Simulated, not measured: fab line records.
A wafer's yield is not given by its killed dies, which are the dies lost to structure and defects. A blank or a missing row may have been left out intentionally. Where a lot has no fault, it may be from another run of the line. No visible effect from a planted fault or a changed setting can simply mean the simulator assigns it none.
A struck lot beside a sound one :: flow rit_cmos :: 21 steps out of a route of 202
Sound: the wafers L332.1, L332.4, L332.6. The struck wafers were L333.1, L333.5, L333.6. The cause is named last.
At each step with rows: each side's tool, then ch and its chambers, then its first start. Under that, the readings that differ: sound wafers :: struck wafers :: difference of the means :: sigmas: that difference in standard deviations of wafers without a fault.
alike: words and numbers the same on both sides, and readings whose means are apart by under 2 such deviations; not compared: readings that were withheld, readings missing a value for some wafer, numbers with overlapping values and no deviation given by the record, and bounds like >300 which may hide the same value.
The two part at a step that has a row with sigmas, a row that says differs or no value, or rows on one side only. When numbers do not overlap yet have no deviation, they are printed without sigmas and do not part them. Lack of a reading on every wafer of one side parts them only where that side has two or more wafers.

first, 3 steps without rows for these wafers: RIT_GATE_CLEAN_02 (cleans in dHF, time 30 s); RIT_GATE_CLEAN_03 (cleans in SC2, time 600 s); RIT_GATE_CLEAN_04 (cleans in dHF, time 60 s).
RIT_FOX2_THK_MEAS_91:
  struck on film_metro-03, day 5 09:38; sound on film_metro-01, day 5 03:54
  alike: FIELD_OXIDE_LEFT_2_THK
then, 2 steps without rows for these wafers: RIT_GATE_OXIDATION_05 (target thk 3 nm, ox time 270 s); RIT_GATE_ANNEAL_06 (time 600 s).
RIT_GATE_THK_MEAS_07:
  struck on film_metro-01, day 5 14:41; sound on film_metro-04, day 5 05:53
  alike: GATE_OXIDE_THK
then, 1 step without rows for these wafers: RIT_GATE_CVD_08 (deposits poly-Si from SiH4, target thk 250 nm, time 2220 s).
RIT_GATE_THK_MEAS_09:
  struck on film_metro-01, day 5 16:22; sound on film_metro-04, day 5 07:34
  alike: GATE_POLY_THK
then, 3 steps without rows for these wafers: RIT_GATE_HMDS_10 (prime time 60 s); RIT_GATE_COAT_11 (resist thk 850 nm); RIT_GATE_SOFTBAKE_12 (time 60 s).
RIT_GATE_EXPOSE_13: exposes mask M6, target cd 150 nm.
  sound on iline_stepper-02 ch 0, day 5 08:10; struck on iline_stepper-01 ch 0, day 5 17:03
reading: mask
sound: M6#0 M6#0 M6#0
struck: M6_R1#0 M6_R1#0 M6_R1#0
difference: differs
sigmas: 
after that, 1 step had no rows for these wafers: RIT_GATE_PEB_14.
RIT_GATE_DEVELOP_15: develop time 50 s.
  sound: litho_track-01 ch 0; struck: litho_track-04 ch 0
reading: model.GATE.cd_nm (nm)
sound: 147.3 148 149.1
struck: 163.8 165.5 166.3
difference: +17.1
sigmas: 
RIT_GATE_CD_MEAS_16: target cd 150 nm.
  struck on cd_sem-02, day 5 17:27; sound on cd_sem-02, day 5 08:34
reading: cd_nm (nm)
sound: 147.5 148.2 148.8
struck: 163.7 165.6 166.4
difference: +17.1
sigmas: +7
RIT_GATE_OVL_MEAS_17:
  struck on overlay-01, day 5 17:34; sound on overlay-02, day 5 08:41
  alike: GATE_OVL
then, 1 step without rows for these wafers: RIT_GATE_HARDBAKE_18 (time 60 s).
RIT_GATE_ETCH_19: etches poly-Si in SF6/CHF3/O2, stops on SiO2, time 165 s, target depth 312.5 nm.
  sound on rie_si-01 ch 2,3, day 5 09:05; struck on rie_si-02 ch 0,1, day 5 17:46
reading: model.GATE.cd_nm (nm)
sound: 147.2 147.9 149
struck: 163.9 165.6 166.4
difference: +17.3
sigmas: 
  alike: drypump_motor_current_A, oes_product_au, throttle_valve_pct
  not compared: rf_hours_counter_h
RIT_GATE_STRIP_20: strips in O2, time 180 s.
  sound on plasma_asher-04 ch 0,1, day 5 09:12; struck on plasma_asher-04 ch 0,1, day 5 17:52
  alike: drypump_motor_current_A
  not compared: rf_hours_counter_h
after that, 1 step had no rows for these wafers: RIT_M1_PROBE_99.

== WHERE THEY PART ==
At RIT_GATE_EXPOSE_13 first; at RIT_GATE_CD_MEAS_16 last (within this record only). Later steps at which nothing parts them and some readings are alike: RIT_GATE_OVL_MEAS_17, RIT_GATE_ETCH_19, RIT_GATE_STRIP_20.

WHY: what the simulator had put in
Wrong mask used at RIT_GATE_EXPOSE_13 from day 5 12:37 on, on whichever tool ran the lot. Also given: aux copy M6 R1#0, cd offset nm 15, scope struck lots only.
